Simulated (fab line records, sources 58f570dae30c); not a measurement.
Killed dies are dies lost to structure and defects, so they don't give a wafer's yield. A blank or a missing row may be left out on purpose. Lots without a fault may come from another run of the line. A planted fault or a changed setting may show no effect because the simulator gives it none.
One fault seen from 2 desks | flow berkeley_cmos170 | each desk has only its own numbers; what lay behind them comes last

THE METROLOGY DESK
What the gauges read, lot by lot, whatever tool the lot ran on: means of the sampled wafers that have a number. A lot is out of limits, marked OUT, if its mean lies more than 4 standard deviations from the usual mean; the brackets give that distance.
Columns: A = WELLDRIVE_OXIDE_THK at UCB170_WELLDRIVE_THK_MEAS_02, usual 197.2 nm; B = ACTIVE_OVL at UCB170_ACTIVE_OVL_MEAS_14, usual -2 nm
lot  | first seen here | A     | B
L127 | day 4 04:31     | 200.6 | -4
L128 | day 4 16:04     | 193.9 | -3
L129 | day 4 16:04     | 194.2 | -2
L131 | day 5 00:02     | 195.4 | -2
L132 | day 5 09:02     | 197.3 | 2
L133 | day 5 15:43     | 196.8 | 4
L134 | day 6 02:41     | 198.4 | -8
L137 | day 6 08:10     | 197.0 | 1
L138 | day 7 01:07     | 197.9 | -10
L140 | day 7 01:07     | 200.3 | 3
L145 | day 8 10:43     | 199.4 | -6
L146 | day 8 10:44     | 196.0 | -4
L147 | day 8 10:44     | 198.2 | -9
L148 | day 9 03:19     | 191.0 | -1
This desk's finding: nothing out of limits on any of the 14 lots.

THE TOOL OWNER'S DESK: rie_diel-02
The tool's own readings at UCB170_SPACER_ETCHBACK_03 (etches SiO2 in CHF3/CF4/Ar, stops on Si, target depth 376 nm, time 100 s): means of the sampled wafers that have a number, for each lot that ran on this tool. A lot is out of limits, marked OUT, if its mean lies more than 4 standard deviations from the usual mean; the brackets give that distance.
Columns: A = drypump_motor_current_A at UCB170_SPACER_ETCHBACK_03, usual 5.9 A; B = oes_product_au at UCB170_SPACER_ETCHBACK_03, usual 0.901 a.u.; C = throttle_valve_pct at UCB170_SPACER_ETCHBACK_03, usual 6.47 %
lot  | first seen here | A   | B               | C
L131 | day 9 02:15     | 6.2 | 0.912           | 6.43
L133 | day 10 00:47    | 6.0 | 0.897           | 6.53
L137 | day 10 07:44    | 5.7 | 0.721 (-12) OUT | 6.52
L138 | day 11 09:47    | 5.7 | 0.853           | 6.49
This desk's finding: out of limits on L137; first on L137, day 10 07:44 (oes_product_au at UCB170_SPACER_ETCHBACK_03). In limits: L131, L133, L138.

PUT TOGETHER
The tool owner's desk could have raised an alarm at day 10 07:44, on L137.
The metrology desk saw nothing out of limits.
The metrology desk has L137 on record, within its limits.
Of the lots named, all ran UCB170_SPACER_ETCHBACK_03 on rie_diel-02.

WHAT THE SIMULATOR HAD PUT IN
Process parameter drift: rie_diel-02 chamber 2, from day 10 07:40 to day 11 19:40, at UCB170_SPACER_ETCHBACK_03. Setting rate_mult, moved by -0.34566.
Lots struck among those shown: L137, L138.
Hours from the fault's start to each desk's first reading out of limits: the tool owner's desk, 0.
